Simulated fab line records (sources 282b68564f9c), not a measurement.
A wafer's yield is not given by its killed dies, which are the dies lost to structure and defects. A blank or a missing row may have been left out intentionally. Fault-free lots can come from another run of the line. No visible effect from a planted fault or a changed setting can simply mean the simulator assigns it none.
A lot that was struck, set against a sound lot ; flow rit-cmos ; 14 steps out of a route of 202
Sound: the wafers L229.2, L229.5, L229.6. Wafers L236.4, L236.5, L236.6 were the ones struck. At the end, the cause is stated.
At each step with rows: each side's tool, then ch and its chambers, then its first start. Under that, the readings that differ: sound wafers ; struck wafers ; difference of the means ; sigmas: that difference in standard deviations of wafers without a fault.
alike: a reading whose means differ by less than 2 such deviations, as well as words and numbers matching on both sides. not compared: withheld readings; readings where some wafer has no value; bounds like >300 that might hide an equal value; numbers whose values overlap and for which the record gives no deviation.
The two part at a step that has a row with sigmas, a row that says differs or no value, or rows on one side only. Non-overlapping numbers with no deviation appear without sigmas and do not part them. A reading that every wafer of one side lacks parts them only if that side has two wafers or more.

first, 3 steps without rows for these wafers: RIT_NSD_EXPOSE_03 (exposes mask M9, target cd 40700 nm); RIT_NSD_PEB_04; RIT_NSD_DEVELOP_05 (develop time 50 s).
RIT_NSD_OVL_MEAS_06:
  sound: overlay-02 at day 3 15:59; struck: overlay-01 at day 5 06:17
  alike: NSD_OVL
then, 2 steps without rows for these wafers: RIT_NSD_HARDBAKE_07 (time 60 s); RIT_NSD_IMPLANT_08.
RIT_NSD_STRIP_09: strips in O2, time 180 s.
  sound on plasma-asher-04 ch 0,1, day 3 16:19; struck on plasma-asher-02 ch 0,1, day 5 06:40
  alike: drypump-motor-current-A, o2-flow-sccm
  not compared: rf-hours-counter-h
RIT_NSD_TW_MEAS_10:
  sound: film-metro-02 at day 3 16:30; struck: film-metro-04 at day 5 06:48
  alike: NSD_TW
then, 4 steps without rows for these wafers: RIT_PSD_HMDS_00 (prime time 60 s); RIT_PSD_COAT_01 (resist thk 1000 nm); RIT_PSD_SOFTBAKE_02 (time 60 s); RIT_PSD_EXPOSE_03 (exposes mask M10, target cd 40900 nm).
RIT_PSD_PEB_04:
  struck on litho-track-01, day 5 07:36; sound on litho-track-03 ch 0, day 3 17:16
reading;sound;struck;difference;sigmas
exhaust-pa (Pa);45.0 47.2 45.1;- - -;no value on the struck wafers;
  not compared: chill-plate-temp-C
then, 1 step without rows for these wafers: RIT_PSD_DEVELOP_05 (develop time 50 s).

== WHERE THEY PART ==
Only at RIT_PSD_PEB_04, within this record.

WHY: what the simulator had put in
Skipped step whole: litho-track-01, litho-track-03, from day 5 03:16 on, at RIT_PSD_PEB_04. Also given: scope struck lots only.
